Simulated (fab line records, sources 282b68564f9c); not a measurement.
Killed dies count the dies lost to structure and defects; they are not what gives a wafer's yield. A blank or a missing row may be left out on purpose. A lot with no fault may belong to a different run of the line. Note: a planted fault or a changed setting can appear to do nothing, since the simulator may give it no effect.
Which tool did it? :: flow ritCmos :: Sampling: 15 lots, 45 wafers, 5 of 202 route steps

## WHAT THE GAUGES READ, wafer by wafer
RIT_ACTIVE_CD_MEAS_90: target cd 1400 nm.
lot: L983
measured: day 1 15:53
on: cdSem-02
cdNm (nm): 1398.3 1397.8 1396.8

lot: L984
measured: day 1 22:20
on: cdSem-02
cdNm (nm): 1396.4 1396.6 1394.2

lot: L985
measured: day 2 01:23
on: cdSem-02
cdNm (nm): 1398.6 1400.7 1403.5

lot: L986
measured: day 2 06:12
on: cdSem-02
cdNm (nm): 1397.9 1399.2 1397.1

lot: L987
measured: day 2 11:04
on: cdSem-02
cdNm (nm): 1399.8 1398.4 1398.3

lot: L988
measured: day 2 16:15
on: cdSem-02
cdNm (nm): 1401.0 1397.6 1397.0

lot: L989
measured: day 2 21:10
on: cdSem-02
cdNm (nm): 1397.3 1397.2 1400.1

lot: L991
measured: day 3 07:11
on: cdSem-02
cdNm (nm): 1402.7 1404.3 1403.6

lot: L992
measured: day 3 14:04
on: cdSem-02
cdNm (nm): 1403.4 1403.6 1402.7

lot: L993
measured: day 3 18:37
on: cdSem-01
cdNm (nm): 1401.9 1403.5 1402.8

lot: L994
measured: day 4 04:02
on: cdSem-01
cdNm (nm): 1399.8 1399.7 1397.4

lot: L999
measured: day 4 23:36
on: cdSem-02
cdNm (nm): 1403.6 1403.2 1403.2

lot: L101
measured: day 5 10:28
on: cdSem-01
cdNm (nm): 1398.9 1397.3 1399.3

lot: L104
measured: day 6 00:59
on: cdSem-02
cdNm (nm): 1399.1 1401.3 1400.6

lot: L105
measured: day 6 05:13
on: cdSem-02
cdNm (nm): 1400.6 1400.7 1400.0

RIT_FOX1_THK_MEAS_01.
lot: L983
measured: day 1 19:32
on: filmMetro-01
FOX1_OXIDE_THK (nm): 348 345 341

lot: L984
measured: day 2 01:19
on: filmMetro-04
FOX1_OXIDE_THK (nm): 370 361 369

lot: L985
measured: day 2 06:10
on: filmMetro-04
FOX1_OXIDE_THK (nm): 356 357 360

lot: L986
measured: day 2 09:25
on: filmMetro-01
FOX1_OXIDE_THK (nm): 357 354 349

lot: L987
measured: day 2 13:22
on: filmMetro-01
FOX1_OXIDE_THK (nm): 358 351 355

lot: L988
measured: day 2 19:22
on: filmMetro-01
FOX1_OXIDE_THK (nm): 391 388 392

lot: L989
measured: day 2 23:05
on: filmMetro-04
FOX1_OXIDE_THK (nm): 393 385 398

lot: L991
measured: day 3 12:18
on: filmMetro-04
FOX1_OXIDE_THK (nm): 384 381 389

lot: L992
measured: day 3 21:22
on: filmMetro-04
FOX1_OXIDE_THK (nm): 348 341 342

lot: L993
measured: day 3 21:20
on: filmMetro-03
FOX1_OXIDE_THK (nm): 352 348 349

lot: L994
measured: day 4 05:50
on: filmMetro-01
FOX1_OXIDE_THK (nm): 347 354 349

lot: L999
measured: day 5 01:23
on: filmMetro-01
FOX1_OXIDE_THK (nm): 348 345 347

lot: L101
measured: day 5 12:43
on: filmMetro-03
FOX1_OXIDE_THK (nm): 344 348 350

lot: L104
measured: day 6 03:26
on: filmMetro-03
FOX1_OXIDE_THK (nm): 343 342 349

lot: L105
measured: day 6 09:16
on: filmMetro-01
FOX1_OXIDE_THK (nm): 357 354 355

RIT_GATE_OVL_MEAS_17.
lot: L983
measured: day 2 16:27
on: overlay-01
GATE_OVL (nm): -0.2 -0.9 -2.5

lot: L984
measured: day 3 00:43
on: overlay-01
GATE_OVL (nm): 2.0 0.8 1.8

lot: L985
measured: day 3 03:55
on: overlay-02
GATE_OVL (nm): 0.4 0.1 0.0

lot: L986
measured: day 3 05:17
on: overlay-02
GATE_OVL (nm): 2.7 2.4 1.1

lot: L987
measured: day 3 15:14
on: overlay-01
GATE_OVL (nm): 3.0 4.1 2.2

lot: L988
measured: day 3 21:39
on: overlay-02
GATE_OVL (nm): 0.2 -0.5 -1.0

lot: L989
measured: day 4 02:08
on: overlay-02
GATE_OVL (nm): 1.4 0.2 -0.1

lot: L991
measured: day 4 14:07
on: overlay-01
GATE_OVL (nm): -0.4 0.7 0.4

lot: L992
measured: day 4 23:43
on: overlay-02
GATE_OVL (nm): 1.4 1.9 1.4

lot: L993
measured: day 4 21:07
on: overlay-02
GATE_OVL (nm): 2.9 2.6 -0.3

lot: L994
measured: day 5 02:02
on: overlay-02
GATE_OVL (nm): -0.4 2.0 0.6

lot: L999
measured: day 6 02:25
on: overlay-02
GATE_OVL (nm): -0.5 1.7 0.4

lot: L101
measured: day 6 12:21
on: overlay-02
GATE_OVL (nm): 0.7 0.0 0.5

lot: L104
measured: day 7 08:35
on: overlay-02
GATE_OVL (nm): 0.6 1.1 0.7

lot: L105
measured: day 7 13:14
on: overlay-02
GATE_OVL (nm): -0.3 1.3 -1.2

## TOOL THAT RAN EACH LOT (tool first, then ch and the chambers of the sampled wafers, then the start)
lot: L983
RIT_FOX1_OXIDATION_00: furnace-03 ch 0, day 1 18:12
RIT_PRETRO_STRIP_09: plasmaAsher-01 ch 0,1, day 2 10:05

lot: L984
RIT_FOX1_OXIDATION_00: furnace-01 ch 0, day 1 23:59
RIT_PRETRO_STRIP_09: plasmaAsher-02 ch 0,1, day 2 17:38

lot: L985
RIT_FOX1_OXIDATION_00: furnace-04 ch 0, day 2 04:52
RIT_PRETRO_STRIP_09: plasmaAsher-02 ch 0, day 2 21:51

lot: L986
RIT_FOX1_OXIDATION_00: furnace-04 ch 0, day 2 08:07
RIT_PRETRO_STRIP_09: plasmaAsher-01 ch 0, day 2 23:59

lot: L987
RIT_FOX1_OXIDATION_00: furnace-04 ch 0, day 2 12:04
RIT_PRETRO_STRIP_09: plasmaAsher-01 ch 0,1, day 3 04:59

lot: L988
RIT_FOX1_OXIDATION_00: furnace-04 ch 0, day 2 18:03
RIT_PRETRO_STRIP_09: plasmaAsher-01 ch 0,1, day 3 10:20

lot: L989
RIT_FOX1_OXIDATION_00: furnace-04 ch 0, day 2 21:46
RIT_PRETRO_STRIP_09: plasmaAsher-02 ch 0,1, day 3 13:11

lot: L991
RIT_FOX1_OXIDATION_00: furnace-04 ch 0, day 3 10:58
RIT_PRETRO_STRIP_09: plasmaAsher-04 ch 0,1, day 4 06:59

lot: L992
RIT_FOX1_OXIDATION_00: furnace-03 ch 0, day 3 20:01
RIT_PRETRO_STRIP_09: plasmaAsher-02 ch 0,1, day 4 14:30

lot: L993
RIT_FOX1_OXIDATION_00: furnace-03 ch 0, day 3 20:01
RIT_PRETRO_STRIP_09: plasmaAsher-01 ch 0, day 4 13:57

lot: L994
RIT_FOX1_OXIDATION_00: furnace-01 ch 0, day 4 04:31
RIT_PRETRO_STRIP_09: plasmaAsher-02 ch 0, day 4 20:12

lot: L999
RIT_FOX1_OXIDATION_00: furnace-01 ch 0, day 5 00:04
RIT_PRETRO_STRIP_09: plasmaAsher-04 ch 0, day 5 17:35

lot: L101
RIT_FOX1_OXIDATION_00: furnace-01 ch 0, day 5 11:24
RIT_PRETRO_STRIP_09: plasmaAsher-01 ch 0,1, day 6 03:26

lot: L104
RIT_FOX1_OXIDATION_00: furnace-03 ch 0, day 6 02:08
RIT_PRETRO_STRIP_09: plasmaAsher-02 ch 0,1, day 6 20:13

lot: L105
RIT_FOX1_OXIDATION_00: furnace-03 ch 0, day 6 07:57
RIT_PRETRO_STRIP_09: plasmaAsher-02 ch 0,1, day 7 01:59
- RIT_FOX1_OXIDATION_00: target thk 350.7 nm, ox time 1130 s.
- RIT_PRETRO_STRIP_09: strips in O2, time 180 s.

## AS READ BY THE TOOLS THEMSELVES (means over the sampled wafers that have a number; for cases with no such wafer, the mark the record gives instead)
RIT_FOX1_OXIDATION_00.
lot: L983
tool: furnace-03
spikeTcSourceC (C): 1128.6

lot: L984
tool: furnace-01
spikeTcSourceC (C): 1127.1

lot: L985
tool: furnace-04
spikeTcSourceC (C): 1123.3

lot: L986
tool: furnace-04
spikeTcSourceC (C): 1124.1

lot: L987
tool: furnace-04
spikeTcSourceC (C): 1123.1

lot: L988
tool: furnace-04
spikeTcSourceC (C): 1123.4

lot: L989
tool: furnace-04
spikeTcSourceC (C): 1124.1

lot: L991
tool: furnace-04
spikeTcSourceC (C): 1123.4

lot: L992
tool: furnace-03
spikeTcSourceC (C): 1129.3

lot: L993
tool: furnace-03
spikeTcSourceC (C): 1128.4

lot: L994
tool: furnace-01
spikeTcSourceC (C): 1127.9

lot: L999
tool: furnace-01
spikeTcSourceC (C): 1128.1

lot: L101
tool: furnace-01
spikeTcSourceC (C): 1127.3

lot: L104
tool: furnace-03
spikeTcSourceC (C): 1129.5

lot: L105
tool: furnace-03
spikeTcSourceC (C): 1127.6

RIT_PRETRO_STRIP_09.
lot: L983
tool: plasmaAsher-01
drypumpMotorCurrentA (A): 5.87

lot: L984
tool: plasmaAsher-02
drypumpMotorCurrentA (A): 5.99

lot: L985
tool: plasmaAsher-02
drypumpMotorCurrentA (A): 6.14

lot: L986
tool: plasmaAsher-01
drypumpMotorCurrentA (A): 6.02

lot: L987
tool: plasmaAsher-01
drypumpMotorCurrentA (A): 5.70

lot: L988
tool: plasmaAsher-01
drypumpMotorCurrentA (A): 5.88

lot: L989
tool: plasmaAsher-02
drypumpMotorCurrentA (A): 5.99

lot: L991
tool: plasmaAsher-04
drypumpMotorCurrentA (A): 5.57

lot: L992
tool: plasmaAsher-02
drypumpMotorCurrentA (A): 6.07

lot: L993
tool: plasmaAsher-01
drypumpMotorCurrentA (A): 6.01

lot: L994
tool: plasmaAsher-02
drypumpMotorCurrentA (A): 6.16

lot: L999
tool: plasmaAsher-04
drypumpMotorCurrentA (A): 5.44

lot: L101
tool: plasmaAsher-01
drypumpMotorCurrentA (A): 5.70

lot: L104
tool: plasmaAsher-02
drypumpMotorCurrentA (A): 5.99

lot: L105
tool: plasmaAsher-02
drypumpMotorCurrentA (A): 5.99

## THE ANSWER, worked out from the rows above alone
Rule: the usual values come from the lots themselves. Put in order of their means at a reading, lots are off if they are a third of the lots or fewer, leave a main group of 4 or more, and stand apart from it by a gap of 3 or more times the standard deviation of the main group's means; of several such gaps the widest counts. The tables above print the reading to a certain number of digits; a main group whose means all agree to those digits is not used. A lot without any number at a reading at which 4 lots or more have one is off too. The other lots that the step has rows for count as sound. After the gauges, taken in route order, come the tools' own readings; for these a lot's mean is taken, as printed above. At the first step where some lot is off, the reading lying furthest off is the one used; lots without a number count as furthest.
Nothing can be told from this: no lot is off at any reading shown.

## WHAT HAD BEEN PUT IN BY THE SIMULATOR
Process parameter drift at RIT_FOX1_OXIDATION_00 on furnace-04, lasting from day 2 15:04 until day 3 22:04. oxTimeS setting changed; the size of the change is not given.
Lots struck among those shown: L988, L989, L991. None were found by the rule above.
